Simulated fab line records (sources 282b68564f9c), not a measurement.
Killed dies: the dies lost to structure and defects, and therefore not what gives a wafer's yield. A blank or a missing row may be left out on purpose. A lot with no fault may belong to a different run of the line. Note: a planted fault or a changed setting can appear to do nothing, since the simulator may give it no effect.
Commonality check across tools    flow rit_cmos    15 lots and 45 wafers in the sample

## REASON FOR OPENING
RIT_FOX2_THK_MEAS_01, reading FOX2_OXIDE_THK: flagged on 3 of 15 lots. Fault-free wafers read 349 nm, with a standard deviation of 5.8.
Rule: flag the lot when none of its wafers has a number, or when each of its wafers that has one lies beyond 4 standard deviations from that mean. All remaining lots are regarded as sound.

lot   measured     on             FOX2_OXIDE_THK (nm), wafer by wafer  flag
L175  day 1 20:14  film_metro-01  350 354 342                          
L176  day 2 01:15  film_metro-02  351 360 350                          
L177  day 2 11:35  film_metro-02  520 507 515                          FLAGGED
L178  day 2 14:25  film_metro-04  351 344 348                          
L179  day 2 22:11  film_metro-04  360 360 358                          
L183  day 3 12:52  film_metro-04  517 513 514                          FLAGGED
L187  day 4 09:49  film_metro-02  524 522 529                          FLAGGED
L189  day 4 16:49  film_metro-01  343 337 338                          
L190  day 4 22:11  film_metro-01  350 349 347                          
L192  day 5 07:21  film_metro-04  350 340 350                          
L194  day 5 17:38  film_metro-04  346 341 348                          
L195  day 5 23:26  film_metro-01  347 342 350                          
L196  day 6 03:26  film_metro-01  349 350 355                          
L197  day 6 09:26  film_metro-01  352 352 359                          
L198  day 6 13:19  film_metro-01  357 355 358                          
The numbers of the flagged lots are 518 nm on average: +169 nm against the usual, or +29 standard deviations.

## TOOL THAT RAN EACH LOT
The record holds 1 process step before the reading, out of a route of 202 steps. Read each cell as the tool, then ch plus the chambers that the sampled wafers visited, then the start.
lot   flag     RIT_FOX2_OXIDATION_00
L175           furnace-01 ch 0, day 1 18:55
L176           furnace-03 ch 0, day 1 23:55
L177  FLAGGED  furnace-04 ch 0, day 2 07:28
L178           furnace-04 ch 0, day 2 13:05
L179           furnace-01 ch 0, day 2 20:53
L183  FLAGGED  furnace-01 ch 0, day 3 10:04
L187  FLAGGED  furnace-01 ch 0, day 4 06:28 and furnace-03 ch 0, day 4 08:29
L189           furnace-04 ch 0, day 4 15:31
L190           furnace-03 ch 0, day 4 20:52
L192           furnace-04 ch 0, day 5 06:01
L194           furnace-04 ch 0, day 5 16:17
L195           furnace-03 ch 0, day 5 22:08
L196           furnace-03 ch 0, day 6 02:07
L197           furnace-03 ch 0, day 6 08:07
L198           furnace-01 ch 0, day 6 12:00
These steps, and what they do:
- RIT_FOX2_OXIDATION_00: target thk 350.7 nm, ox time 1130 s.
- RIT_FOX2_THK_MEAS_01

## FLAGGED OVER TOTAL, TOOL BY TOOL (the gauges that took the reading come last)
step                   tool           lots run  flagged  share of the flagged lots  sound lots run after its first flagged lot
RIT_FOX2_OXIDATION_00  furnace-01     5         2        some                       1 (L198)
RIT_FOX2_OXIDATION_00  furnace-03     6         1        some                       4 (L190,L195,L196,L197)
RIT_FOX2_OXIDATION_00  furnace-04     5         1        some                       4 (L178,L189,L192,L194)
RIT_FOX2_THK_MEAS_01   film_metro-01  7         0        none                       -
RIT_FOX2_THK_MEAS_01   film_metro-02  3         2        some                       0
RIT_FOX2_THK_MEAS_01   film_metro-04  5         1        some                       2 (L192,L194)

## THE TABLE: WHAT IT ALLOWS
No row of the table ran every flagged lot.

## WHAT THE SIMULATOR HAD PUT IN
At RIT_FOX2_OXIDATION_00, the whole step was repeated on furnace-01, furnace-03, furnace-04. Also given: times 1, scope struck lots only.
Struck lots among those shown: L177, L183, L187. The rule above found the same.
